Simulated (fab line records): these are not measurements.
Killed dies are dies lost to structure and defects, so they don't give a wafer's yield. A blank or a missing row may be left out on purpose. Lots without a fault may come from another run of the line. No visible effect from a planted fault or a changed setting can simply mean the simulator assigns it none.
Matching of chambers | flow berkeley cmos170 | UCB170_GATE_CLEAN_17 on wet bench-01 has 3 sister chambers
The step cleans in SPM, time 600 s. 6 wafers are shown with their chamber, then 4 later ones without.

## WAFERS WITH THEIR CHAMBER
wafer  | chamber | bath guard temp C (C)
L543.3 | 3       | 120.8
L543.5 | 3       | 120.7
L546.2 | 1       | 120.0
L546.3 | 1       | 120.0
L549.1 | 0       | 120.1
L549.4 | 0       | 119.5

## WAFERS WITH NO CHAMBER GIVEN
wafer  | bath guard temp C (C)
L549.5 | 119.9
L560.2 | 120.4
L560.4 | 120.8
L560.6 | 120.3

## CHAMBER TAKEN BY EACH
wafer  | from the rows above          | in truth
L549.5 | can't be placed: 1 or 0      | 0
L560.2 | can't be placed: 3 or 1 or 0 | 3
L560.4 | 3                            | 3
L560.6 | can't be placed: 1 or 3 or 0 | 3
Placed correctly: 1 of 4. Can't be placed from these rows: 3 (the true chamber is among the candidates in 3). Placed wrongly: 0.
How it was worked out, from the rows above alone: a wafer's distance from a chamber is the root of the sum, over the readings, of the square of ((its reading less the chamber's mean) divided by the reading's scatter). The wafer belongs to the nearest chamber; if the next one is less than 2 further off, it can't be placed. A chamber's mean is the mean of its shown wafers. The scatter is the square root of a quotient: the sum, over the shown wafers, of each reading's squared deviation from its chamber's mean, divided by wafers minus chambers.
